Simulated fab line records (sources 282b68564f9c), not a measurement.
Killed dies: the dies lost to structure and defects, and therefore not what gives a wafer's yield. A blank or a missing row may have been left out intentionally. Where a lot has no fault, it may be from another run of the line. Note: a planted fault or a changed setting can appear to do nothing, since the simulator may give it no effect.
fab line records    flow rit-cmos
[record] lots = 5  wafers = 15  last-day = 7
route steps=202 shown M1@184
lots with no fault: from the same line, run without faults
start-h: hours from the record's first day to the start of the lot's first wafer shown    wait-h: hours elapsed since this lot's preceding step    " same as the row above    L1.1+2: several wafers, shown together as one row    - no value, or no start was given    * or withheld: withheld    < > ~ a bound
route shown NAME@n: names a module that has steps shown in the file, with the first one's number in the route    usual: mean/standard deviation of fault-free wafers    same: alike in all rows    chamber/n: place in a boat    sites: each site's reading    _std_site: the values' standard deviation    _edge_site: inner sites' mean taken away from outer sites' mean    radius-mm: for every site, how far away it sits from the centre of the wafer    mask NAME#n: copy n    behind: tool/chamber where the wafer was last shaped    hold: why the lot went on hold/how many hours it stayed there/how the hold came to an end    device: transistor that didn't switch, given as n, p or np    end of line: the route-end tests of the same wafers    a step without rows: its recipe alone    killed: not the wafer's yield, but the dies lost to structure and defects at the first sort    map: a wafer's dies, x killed, . not, _ none there
set.NAME: the setting the step ran with; set.NAME@STEP: the setting that earlier step ran with    model.NAME: the simulator's own value behind a step, which no gauge read
lots at some steps of the route; a table a step, a row a wafer
services: from which hour (start-h, from the record's first day; less than 0 if before it) a tool's chamber was out of use, for how many hours, and why
[[steps]]
[step RIT_M1_SPUTTER_00]
[recipe] material = Al  target-thk-nm = 400  power-w = 1971  chamber-pressure-pa = 0.4  gas = Ar  time-s = 500  substrate-temp-c = 25
[usual] chamber-pressure-pa = 0.4000/0.00083  throttle-valve-pct = 30.0/0.9
lot.wafer  tool            chamber  start-h  wait-h  chamber-pressure-pa  throttle-valve-pct
L842.1     pvd-sputter-04  -        61.85    0.0     0.3992               29.0
L842.4     "               -        "        "       0.4019               30.2
L842.5     "               -        "        "       0.4013               30.4
L844.1     pvd-sputter-02  -        72.13    0.0     0.3989               29.3
L844.2     "               -        "        "       0.4005               31.4
L844.5     "               -        "        "       0.3989               29.4
L854.1     pvd-sputter-02  -        128.91   0.0     0.4010               31.5
L854.4     "               -        "        "       0.3999               31.6
L854.6     "               -        "        "       0.4004               29.4
L858.3     pvd-sputter-04  -        143.48   0.0     0.3988               29.5
L858.5     "               -        "        "       0.3999               30.7
L858.6     "               -        "        "       0.3996               29.7
L862.2     pvd-sputter-04  -        160.05   0.0     0.3990               30.2
L862.4     "               -        "        "       0.4009               29.8
L862.5     "               -        "        "       0.3991               29.2
[step RIT_M1_RS_MEAS_01]
[recipe] thk-meas-gauge = four-point-probe  reads = Al_of_M1_SPUTTER_00
[usual] M1_AL_RS = 0.0747/0.00079
lot.wafer  tool           chamber  start-h  wait-h  M1_AL_RS[ohm/sq]
L842.1     film-metro-01  -        62.15    0.1     0.0746
L842.4     "              -        "        "       0.0749
L842.5     "              -        "        "       0.0753
L844.1     film-metro-04  -        72.43    0.1     0.0754
L844.2     "              -        "        "       0.0754
L844.5     "              -        "        "       0.0747
L854.1     film-metro-04  -        129.20   0.1     0.0751
L854.4     "              -        "        "       0.0741
L854.6     "              -        "        "       0.0742
L858.3     film-metro-03  -        143.81   0.2     0.0747
L858.5     "              -        "        "       0.0751
L858.6     "              -        "        "       0.0737
L862.2     film-metro-03  -        160.36   0.2     0.0753
L862.4     "              -        "        "       0.0741
L862.5     "              -        "        "       0.0746
[step RIT_M1_THK_MEAS_02]
[recipe] thk-meas-gauge = xrf  reads = Al_of_M1_SPUTTER_00
[usual] M1_AL_THK = 389/5.2
lot.wafer  tool           chamber  start-h  wait-h  M1_AL_THK[nm]
L842.1     film-metro-01  -        62.27    0.1     388
L842.4     "              -        "        "       388
L842.5     "              -        "        "       382
L844.1     film-metro-04  -        72.55    0.1     389
L844.2     "              -        "        "       385
L844.5     "              -        "        "       390
L854.1     film-metro-04  -        129.32   0.1     391
L854.4     "              -        "        "       396
L854.6     "              -        "        "       396
L858.3     film-metro-03  -        143.91   0.1     386
L858.5     "              -        "        "       385
L858.6     "              -        "        "       392
L862.2     film-metro-03  -        160.47   0.1     387
L862.4     "              -        "        "       389
L862.5     "              -        "        "       386
[step RIT_M1_HMDS_03]
[recipe] prime-time-s = 60  prime-temp-c = 140
[step RIT_M1_COAT_04]
[recipe] resist = NOVOLAK  spin-rpm = 2000  resist-thk-nm = 1300
[step RIT_M1_SOFTBAKE_05]
[recipe] resist = NOVOLAK  temp-c = 90  time-s = 60
[step RIT_M1_EXPOSE_06]
[recipe] mask-id = M12  na = 0.6  source-shape = conventional  sigma-outer = 0.5  target-cd-nm = 2600  dose-mj = 250
[step RIT_M1_PEB_07]
[recipe] resist = NOVOLAK  temp-c = withheld  time-s = withheld
[step RIT_M1_DEVELOP_08]
[recipe] resist = NOVOLAK  develop-time-s = 68  dev-temp-c = 23
[step RIT_M1_CD_MEAS_09]
[recipe] target-cd-nm = 2600
[usual] cd-nm = 2600.0/2.4
lot.wafer  tool       chamber  start-h  wait-h  cd-nm
L842.1     cd-sem-01  -        63.21    -       2600.6
L842.4     "          -        "        "       2598.8
L842.5     "          -        "        "       2599.2
L844.1     cd-sem-01  -        73.61    -       2606.3
L844.2     "          -        "        "       2606.3
L844.5     "          -        "        "       2605.3
L854.1     cd-sem-02  -        130.27   -       2600.0
L854.4     "          -        "        "       2603.9
L854.6     "          -        "        "       2602.5
L858.3     cd-sem-01  -        144.87   -       2601.2
L858.5     "          -        "        "       2599.1
L858.6     "          -        "        "       2600.8
L862.2     cd-sem-01  -        161.42   -       2600.7
L862.4     "          -        "        "       2599.1
L862.5     "          -        "        "       2602.2
[step RIT_M1_OVL_MEAS_10]
[usual] M1_OVL = -1.0/1.5
lot.wafer  tool        chamber  start-h  wait-h  M1_OVL[nm]
L842.1     overlay-02  -        63.33    0.1     -3.3
L842.4     "           -        "        "       -3.8
L842.5     "           -        "        "       -2.8
L844.1     overlay-01  -        73.73    0.1     0.5
L844.2     "           -        "        "       -0.5
L844.5     "           -        "        "       1.1
L854.1     overlay-02  -        130.39   0.1     -1.3
L854.4     "           -        "        "       1.7
L854.6     "           -        "        "       0.3
L858.3     overlay-02  -        144.97   0.1     -3.9
L858.5     "           -        "        "       -0.3
L858.6     "           -        "        "       -0.5
L862.2     overlay-01  -        161.53   0.1     -0.8
L862.4     "           -        "        "       -1.3
L862.5     "           -        "        "       -2.3
[step RIT_M1_HARDBAKE_11]
[recipe] resist = NOVOLAK  temp-c = 140  time-s = 120
[step RIT_M1_METAL_ETCH_12]
[recipe] stop-on = SiO2  chemistry = Cl2/BCl3  target = Al  time-s = 168.9  over-etch-frac = 0.5  pressure-mtorr = 100  target-depth-a = 6000  rf-w = 250  Cl2_flow_sccm = 60  bcl3-flow-sccm = 50
[usual] drypump-motor-current-A = 5.4/0.31  oes-product-au = 0.769/0.013  throttle-valve-pct = 8.34/0.059
lot.wafer  tool          chamber  start-h  wait-h  drypump-motor-current-A  oes-product-au  rf-hours-counter-h  throttle-valve-pct  model.NOVOLAK_of_M1_COAT_04.thk-nm  model.M1.feature-depth-nm  model.etch.depth-nm
L842.1     rie-metal-02  1        63.61    0.2     5.4                      0.786           0                   8.34                796.1                               427.4                      394.2
L842.4     "             0        "        "       5.0                      0.780           -                   8.28                798.1                               426.6                      393
L842.5     "             0        "        "       5.0                      0.782           -                   8.26                791.3                               424                        390.2
L844.1     rie-metal-01  0        74.02    0.2     5.2                      0.764           4                   8.27                800.2                               422.7                      389.7
L844.2     "             1        "        "       5.3                      0.751           4                   8.35                805.7                               422.8                      389.5
L844.5     "             0        "        "       5.3                      0.761           -                   8.28                804                                 426.4                      393.4
L854.1     rie-metal-02  0        130.67   0.2     5.0                      0.753           1                   8.26                929                                 371.5                      371.5
L854.4     "             0        "        "       4.9                      0.757           -                   8.27                929.5                               374.3                      374.3
L854.6     "             1        "        "       5.4                      0.780           -                   8.35                799.7                               428.5                      395.5
L858.3     rie-metal-01  0        145.30   0.2     5.2                      0.759           -                   8.28                806.1                               425.4                      392.4
L858.5     "             0        "        "       5.2                      0.753           -                   8.26                806.3                               423.5                      390.4
L858.6     "             1        "        "       5.3                      0.763           -                   8.35                795.9                               431.3                      397.9
L862.2     rie-metal-01  1        161.81   0.2     5.3                      0.748           5                   8.35                803.9                               423                        389.7
L862.4     "             0        "        "       5.2                      0.765           -                   8.27                806.6                               428.3                      395.3
L862.5     "             0        "        "       5.2                      0.756           -                   8.26                812.9                               425.1                      392.2
[step RIT_M1_STRIP_13]
[recipe] chemistry = nmp  resist = NOVOLAK  temp-c = 80  time-s = 600  dry = n2-spin
[step RIT_M1_STRIP_14]
[recipe] chemistry = O2  time-s = 180  platen-temp-c = withheld  power-w = 500  pressure-mtorr = 4000  o2-flow-sccm = 4000
[usual] drypump-motor-current-A = 5.89/0.28  o2-flow-sccm = 4000/14
lot.wafer  tool             chamber  start-h  wait-h  drypump-motor-current-A  o2-flow-sccm  rf-hours-counter-h
L842.1     plasma-asher-03  0        63.95    0.0     6.15                     4009          39
L842.4     "                1        "        "       6.07                     3987          -
L842.5     "                0        "        "       6.14                     3995          -
L844.1     plasma-asher-03  1        74.37    0.0     6.10                     4008          40
L844.2     "                0        "        "       6.17                     3977          40
L844.5     "                1        "        "       6.09                     4009          -
L854.1     plasma-asher-02  0        131.22   0.0     5.64                     4006          34
L854.4     "                1        "        "       5.65                     3982          -
L854.6     "                0        "        "       5.68                     3985          -
L858.3     plasma-asher-02  1        145.64   0.1     5.65                     4008          -
L858.5     "                1        "        "       5.63                     4009          -
L858.6     "                0        "        "       5.62                     3993          -
L862.2     plasma-asher-02  1        162.15   0.0     5.66                     4012          38
L862.4     "                0        "        "       5.63                     3977          -
L862.5     "                1        "        "       5.66                     4024          -
[step RIT_M1_CD_MEAS_90]
[recipe] target-cd-nm = 2600
[usual] cd-nm = 2600.0/2.7
lot.wafer  tool       chamber  start-h  wait-h  cd-nm
L842.1     cd-sem-02  -        64.12    0.1     2604.0
L842.4     "          -        "        "       2599.1
L842.5     "          -        "        "       2599.5
L844.1     cd-sem-01  -        74.55    0.1     2605.2
L844.2     "          -        "        "       2606.1
L844.5     "          -        "        "       2605.5
L854.1     cd-sem-02  -        131.39   0.1     2615.0
L854.4     "          -        "        "       2619.1
L854.6     "          -        "        "       2601.5
L858.3     cd-sem-02  -        145.79   0.1     2601.4
L858.5     "          -        "        "       2599.6
L858.6     "          -        "        "       2599.9
L862.2     cd-sem-02  -        162.34   0.1     2601.5
L862.4     "          -        "        "       2601.1
L862.5     "          -        "        "       2603.8
[step RIT_M1_ANNEAL_15]
[recipe] temp-c = 450  time-s = 1842  ambient = forming_gas_H2N2
[step RIT_M1_PROBE_99]
[usual] defect-limited-yield = 97.2/1.3  killed_at_M0_to_M3 = 0.0/0.25  killed-at-contacts = 0.0/0.18  killed-at-front-end = 7/3.4  killed-dies = 7/3.4  killed-on-rim = 1.8/1.3  killed-open = 3.7/2.2  killed-short = 3.6/2.2  sort_bin_3_pad_short = 0.2/0.24  sort_bin_5_function = 1.6/0.94  sort_bin_6_memory = 1.1/0.72  sort-n-pass = 257/3.4  sort-yield-pct = 97.2/1.3
[same] gross-dies = 264  killed_at_M4_up = 0  killed-at-back-side = 0  killed-at-other = 0
lot.wafer  tool       chamber  start-h  wait-h  defect-limited-yield[%]  killed_at_M0_to_M3  killed-at-contacts  killed-at-front-end  killed-dies  killed-on-rim  killed-open  killed-short  sort_bin_3_pad_short[%]  sort_bin_5_function[%]  sort_bin_6_memory[%]  sort-n-pass  sort-yield-pct[%]  model.etest.tester.sort-n-pass  model.etest.tester.sort-yield-pct  model.etest.tester.sort_bin_5_pct  model.etest.pmos_0p15.short  model.etest.diode-pplus-nwell.short  model.etest.ppoly-sal.short  model.etest.retro-edge-nmos.over-limit  model.etest.contact-pplus.short
L842.1     prober-01  -        65.86    0.1     98.5                     0                   0                   4                    4            2              1            3             0                        0.8                     0.8                   260          98.5               260                             98.48                              0.7576                             0                            0                                    0                            0                                       0
L842.4     prober-01  -        66.01    0.2     97.3                     0                   0                   7                    7            2              3            4             0                        2.7                     0                     257          97.3               257                             97.35                              2.652                              0                            0                                    0                            0                                       0
L842.5     prober-01  -        66.06    0.2     97.3                     0                   0                   7                    7            2              6            1             0                        0.4                     2.3                   257          97.3               257                             97.35                              0.3788                             0                            0                                    0                            0                                       0
L844.1     prober-01  -        76.29    0.1     99.2                     0                   0                   2                    2            2              2            0             0                        0.4                     0.4                   262          99.2               262                             99.24                              0.3788                             0                            0                                    0                            0                                       0
L844.2     prober-01  -        76.34    0.1     95.1                     0                   0                   13                   13           4              9            4             0.4                      3.0                     1.5                   251          95.1               251                             95.08                              3.03                               0                            0                                    0                            0                                       0
L844.5     prober-01  -        76.49    0.2     95.1                     0                   0                   13                   13           5              4            9             0.4                      3.4                     1.1                   251          95.1               251                             95.08                              3.409                              0                            0                                    0                            0                                       0
L854.1     prober-01  -        133.21   0.1     0.8                      254                 0                   8                    262          70             8            0             0                        99.2                    0                     2            0.8                2                               0.7576                             99.24                              1                            1                                    1                            1                                       1
L854.4     prober-01  -        133.36   0.2     0                        261                 0                   3                    264          70             2            1             0                        99.2                    0.8                   0            0                  0                               0                                  99.24                              1                            1                                    1                            1                                       1
L854.6     prober-01  -        133.46   0.2     98.9                     0                   0                   3                    3            0              2            1             0                        0.8                     0.4                   261          98.9               261                             98.86                              0.7576                             0                            0                                    0                            0                                       0
L858.3     prober-02  -        147.59   0.2     95.8                     0                   0                   11                   11           3              7            4             0.8                      1.9                     1.5                   253          95.8               253                             95.83                              1.894                              0                            0                                    0                            0                                       0
L858.5     prober-02  -        147.69   0.2     96.2                     0                   0                   10                   10           2              7            3             0                        2.3                     1.5                   254          96.2               254                             96.21                              2.273                              0                            0                                    0                            0                                       0
L858.6     prober-02  -        147.74   0.2     97.3                     0                   0                   7                    7            3              3            4             0                        2.3                     0.4                   257          97.3               257                             97.35                              2.273                              0                            0                                    0                            0                                       0
L862.2     prober-01  -        164.11   0.1     96.6                     0                   0                   9                    9            2              5            4             0                        1.9                     1.5                   255          96.6               255                             96.59                              1.894                              0                            0                                    0                            0                                       0
L862.4     prober-01  -        164.21   0.2     94.7                     0                   1                   13                   14           4              6            8             0.4                      2.7                     2.3                   250          94.7               250                             94.7                               2.652                              0                            0                                    0                            0                                       0
L862.5     prober-01  -        164.26   0.2     97.7                     0                   0                   6                    6            1              2            4             0                        1.5                     0.8                   258          97.7               258                             97.73                              1.515                              0                            0                                    0                            0                                       0
// killed by level:class
L842.1 FOX1:geometric-particle:short=1 GATE:geometric-particle:short=1 SILICIDE:geometric-particle:open=1 SILICIDE:geometric-particle:short=1
L842.4 REOX:geometric-particle:short=2 FOX1:geometric-particle:open=1 FOX1:geometric-particle:short=1 FOX2:geometric-particle:open=1 GATE:geometric-particle:short=1 REOX:geometric-particle:open=1
L842.5 GATE:geometric-particle:open=3 FOX1:geometric-particle:open=2 SILICIDE:geometric-particle:open=1 SILICIDE:geometric-particle:short=1
L844.1 FOX2:geometric-particle:open=1 GATE:geometric-particle:open=1
L844.2 FOX1:geometric-particle:open=3 GATE:geometric-particle:open=3 SPACER:geometric-particle:open=2 SILICIDE:geometric-particle:short=2 FOX2:geometric-particle:open=1 GATE:geometric-particle:short=1 SPACER:geometric-particle:short=1
L844.5 GATE:geometric-particle:short=6 GATE:geometric-particle:open=3 REOX:geometric-particle:short=1 SPACER:geometric-particle:open=1 SPACER:geometric-particle:short=1 SILICIDE:geometric-particle:short=1
L854.1 M1:area-etch=254 SILICIDE:geometric-particle:open=4 FOX1:geometric-particle:open=2 GATE:geometric-particle:open=1 REOX:geometric-particle:open=1
L854.4 M1:area-etch=261 GATE:geometric-particle:open=1 GATE:geometric-particle:short=1 REOX:geometric-particle:open=1
L854.6 GATE:geometric-particle:open=1 GATE:geometric-particle:short=1 REOX:geometric-particle:open=1
L858.3 SPACER:geometric-particle:open=4 SILICIDE:geometric-particle:short=2 SILICIDE:geometric-particle:open=2 FOX1:geometric-particle:short=1 FOX2:geometric-particle:open=1 REOX:geometric-particle:short=1
L858.5 GATE:geometric-particle:open=5 FOX2:geometric-particle:short=1 FOX2:geometric-particle:open=1 REOX:geometric-particle:short=1 SPACER:geometric-particle:open=1 SILICIDE:geometric-particle:short=1
L858.6 GATE:geometric-particle:open=2 SILICIDE:geometric-particle:short=2 REOX:geometric-particle:short=1 REOX:geometric-particle:open=1 SPACER:geometric-particle:short=1
L862.2 GATE:geometric-particle:open=3 GATE:geometric-particle:short=2 FOX1:geometric-particle:short=1 FOX2:geometric-particle:open=1 SPACER:geometric-particle:open=1 SPACER:geometric-particle:short=1
L862.4 SPACER:geometric-particle:short=4 FOX2:geometric-particle:short=2 SPACER:geometric-particle:open=2 SILICIDE:geometric-particle:open=2 GATE:geometric-particle:short=1 GATE:geometric-particle:open=1 SILICIDE:geometric-particle:short=1 CONTACT:geometric-particle:open=1
L862.5 FOX1:geometric-particle:open=1 FOX2:geometric-particle:short=1 GATE:geometric-particle:short=1 GATE:geometric-particle:open=1 SPACER:geometric-particle:short=1 SILICIDE:geometric-particle:short=1
// map L854.4 (x killed, . not)
________xxxxxxx_______
_____xxxxxxxxxxxxx____
____xxxxxxxxxxxxxxx___
___xxxxxxxxxxxxxxxxx__
__xxxxxxxxxxxxxxxxxxx_
__xxxxxxxxxxxxxxxxxxx_
_xxxxxxxxxxxxxxxxxxxxx
_xxxxxxxxxxxxxxxxxxxxx
_xxxxxxxxxxxxxxxxxxxxx
_xxxxxxxxxxxxxxxxxxxxx
__xxxxxxxxxxxxxxxxxxx_
__xxxxxxxxxxxxxxxxxxx_
___xxxxxxxxxxxxxxxxx__
____xxxxxxxxxxxxxxx___
_____xxxxxxxxxxxxx____
________xxxxxxx_______
// map L842.4 (x killed, . not)
________......._______
_____.............____
____...............___
___x................__
__.......xx.........._
__..................._
_...........x.........
_.....................
_..........x..........
_.................x...
__..................._
__.x................._
___.................__
____...............___
_____.............____
________......._______
[[services]]
tool             chamber  start-h  hours  kind
rie-metal-01     -        79.45    0.4    repair
plasma-asher-02  -        104.47   14.6   pm
rie-metal-01     1        104.70   10.8   repair
rie-metal-02     0        132.34   10.1   repair
[[key]]
[first-sign] step = RIT_M1_CD_MEAS_90  reading = cd-nm  direction = up  sigmas = 6.4  usual = 2600.0  struck = 2617.1
[effect] step = RIT_M1_PROBE_99  reading = killed_at_M0_to_M3  direction = up  sigmas = 99+  usual = 0.0  struck = 257.5
[model-effect] step = RIT_M1_METAL_ETCH_12  value = NOVOLAK_of_M1_COAT_04.thk-nm  without = 792.5  struck = 929.3
[model-effect] step = RIT_M1_PROBE_99  value = etest.tester.sort-n-pass  without = 258.5  struck = 1
[more-kills-born-at] RIT_M1_METAL_ETCH_12@rie-metal-02 = 515
met-at RIT_M1_METAL_ETCH_12
struck-wafers L854.1,L854.4
later-rows-left-out L854.1,L854.4
onset-between 63.61 130.67
[fault] kind = process-parameter-drift  tool = rie-metal-02  chamber = 0  onset-h = 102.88  steps = RIT_M1_METAL_ETCH_12  channel = rf-w  offset = -100  shape = step  end-h = 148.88  stated = 250
// later-rows-left-out: the simulator's readings of these wafers behind a module that went badly wrong aren't trusted and aren't shown, but for the sort
